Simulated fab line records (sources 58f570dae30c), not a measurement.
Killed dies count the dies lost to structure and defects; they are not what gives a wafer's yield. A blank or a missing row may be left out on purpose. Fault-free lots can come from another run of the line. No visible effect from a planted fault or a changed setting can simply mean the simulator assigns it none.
Split-lot study    flow berkeley cmos170    23 wafers read across 5 lots, on a route 331 steps long

== SPLIT DETAILS ==
At UCB170_ACTIVE_COAT_08 (resist thk 900 nm), the setting resist thk nm was moved away from the recipe's 900 nm on 7 of the 23 wafers read, by -5.9% to -2.7%. This setting was run at the recipe's value on the other wafers.

Reading taken at the split's own step.

== THE READING ==
KrF_of_ACTIVE_COAT_08.thk nm (the simulator's own value, which no gauge read), in nm, at UCB170_ACTIVE_COAT_08 (resist thk 900 nm). No usual value for it is given in the file. Here, 16 wafers ran the recipe; their average is 901.0 nm with a standard deviation of 1.4 nm.

wafer   tool, chamber at the split  resist thk nm as run, nm  against the recipe  KrF_of_ACTIVE_COAT_08.thk nm, nm  against lot-mates on the recipe
L076.1  litho track-02, 0           900                       recipe              900.5                             -
L076.2  litho track-02, 0           847                       -5.9%               846.7                             -54.3
L076.3  litho track-02, 0           900                       recipe              899.6                             -
L076.5  litho track-02, 0           847                       -5.9%               848.1                             -52.9
L076.6  litho track-02, 0           900                       recipe              903                               -
L080.1  litho track-02, 0           900                       recipe              903.2                             -
L080.2  litho track-02, 0           900                       recipe              902.5                             -
L080.3  litho track-02, 0           900                       recipe              899.4                             -
L080.4  litho track-02, 0           900                       recipe              901                               -
L080.6  litho track-02, 0           900                       recipe              901.8                             -
L083.1  litho track-03, 0           869.4                     -3.4%               870.3                             -29.6
L083.2  litho track-03, 0           869.4                     -3.4%               870.8                             -29.1
L083.4  litho track-03, 0           869.4                     -3.4%               867.8                             -32.1
L083.5  litho track-03, 0           900                       recipe              901.1                             -
L083.6  litho track-03, 0           900                       recipe              898.6                             -
L081.2  litho track-01, 0           900                       recipe              901                               -
L081.3  litho track-01, 0           900                       recipe              899                               -
L081.4  litho track-01, 0           875.7                     -2.7%               877                               -24.1
L081.5  litho track-01, 0           875.7                     -2.7%               876.4                             -24.7
L081.6  litho track-01, 0           900                       recipe              903.2                             -
L082.1  litho track-01, 0           900                       recipe              900.7                             -
L082.4  litho track-01, 0           900                       recipe              900                               -
L082.6  litho track-01, 0           900                       recipe              901.6                             -

THE FIT
A straight line over all 23 wafers: KrF_of_ACTIVE_COAT_08.thk nm changes by +9.13 nm for each +1% of resist thk nm; r = +1.00; the points scatter about the line by 1.4 nm.
The same after taking each lot's own level away (the mean of its wafers on the recipe; 23 wafers): +9.04 nm for each +1%; r = +1.00; scatter 1.3 nm.
The reading moves by 53 nm for the largest change in resist thk nm, on that fit.
From 899.85 to 901.58 nm: that is the span of the lots' own levels, equal to 1.2 times the standard deviation above.
Hence the lot-to-lot level has little effect on the slope; both slopes agree.
Check: -52.7 nm against its lot-mates is what the line predicts for one of the wafers moved furthest among these (-5.9%) when that wafer is left out of the fit. Against them it came out at -54.3 nm.

== THESE WAFERS: OTHER SPLITS ==
Before the reading, these wafers also passed through other splits. Each is held against what the fit with the lots' levels taken away leaves over:
other split on the same wafers       wafers away from the commonest value  r with KrF_of_ACTIVE_COAT_08.thk nm (lot level and that fit taken away)
UCB170_START_OXIDATION_02 ox time s  18                                    -0.10
UCB170_PWELL_OXIDATION_02 temp c     15                                    -0.08
UCB170_PWELL_PEB_11 peb temp c       6                                     -0.06

== THE WHOLE CHAIN: every reading that the file lists as answering this split, in the file's order ==
step                    what it does       reading                                                                        change (the file's fit)               r (the file's)
UCB170_ACTIVE_COAT_08   resist thk 900 nm  KrF_of_ACTIVE_COAT_08.thk nm (the simulator's own value, which no gauge read)  +9.05 nm for each +1% of the setting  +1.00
UCB170_ACTIVE_STRIP_16  strips in O2       strip time to endpoint s                                                       withheld for each +1% of the setting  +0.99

== FILE'S OWN FIT ==
KrF_of_ACTIVE_COAT_08.thk nm changes by +9.05 nm for each +1% of resist thk nm, r = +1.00.
